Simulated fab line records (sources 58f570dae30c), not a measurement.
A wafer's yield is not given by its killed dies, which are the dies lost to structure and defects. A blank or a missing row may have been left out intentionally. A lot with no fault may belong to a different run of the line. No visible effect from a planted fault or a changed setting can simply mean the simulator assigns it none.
Code-filled problem report in 8D (eight disciplines) form | flow berkeley_cmos170 | the parts of the form that need people (team, actions taken, sign-off) are left out

## 1. PROBLEM STATEMENT
Mean of platen_rpm at UCB170_V1_CMP_02: 44.99 rpm across 6 wafers in 2 lots; on wafers with no fault it is 59.99 rpm (standard deviation 0.039). That is -99 or more standard deviations from the usual mean.
The step: polishes SiO2.
First observed at day 11 07:53: wafer L751.1, on cmp-01. At this step, 42 wafers from 14 lots have a number in the record. The rule behind "out" and "out of limits": a value lying over 4 standard deviations away from the usual mean. Any other wafer with a number is counted as sound.

## 2. WHAT THIS IS AND IS NOT
question                    | is                     | is not
which readings at this step | platen_rpm             | motor_current_A, retaining_ring_pressure_frac
which lots                  | L751, L753             | L737, L738, L739, L741, L742, L744, L745, L746, L747, L748, L758, L760
which wafers of those lots  | all that have a number | -
read on which tools         | cmp-01                 | cmp-02
when                        | from day 11 07:53      | up to then (30 sound wafers); but 6 sound wafers of L758, L760 came after

## 3. THE SUSPECTS, EACH WITH WHAT RULES IT OUT
Counting: any tool at a process step up to the reading is kept as a suspect provided that every lot that is out went through it and no sound lot did after the first of them.
- cmp-01 at UCB170_V1_CMP_02 (polishes SiO2): kept. It ran every lot that is out, first L751 (day 11 07:53), and no sound lot after that; its last sound lot up to then is L747 (day 10 15:17). Its own platen_rpm readings are out on those wafers.
Left after counting: cmp-01 at UCB170_V1_CMP_02.

## 4. THE CAUSE (what the simulator had put in)
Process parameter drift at UCB170_V1_CMP_02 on cmp-01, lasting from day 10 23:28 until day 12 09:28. From 60, the setting platen_rpm moved by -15. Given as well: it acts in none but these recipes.
Only this tool survived the counting.

## 5. THE CHAIN OF EFFECTS, in route order
Rows list readings where the struck wafers' mean (over those with a number) sits beyond 3 standard deviations from the usual. Readings are gone through only where the record gives a usual standard deviation; hours: the median, over the lots, of the time from a lot's start at the first step in this table giving one to that lot's start at this step; sigmas: the change measured in usual standard deviations.
hours | step             | reading    | usual     | on struck wafers | change | sigmas
0     | UCB170_V1_CMP_02 | platen_rpm | 59.99 rpm | 44.99            | -15.00 | -99 or more
Here are the process steps it includes:
- UCB170_V1_CMP_02: polishes SiO2.

## 6. HOW IT WOULD HAVE BEEN CAUGHT EARLIER
8 hours passed between the start of the fault at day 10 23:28 and the first reading out of limits in this record, taken at day 11 07:53.
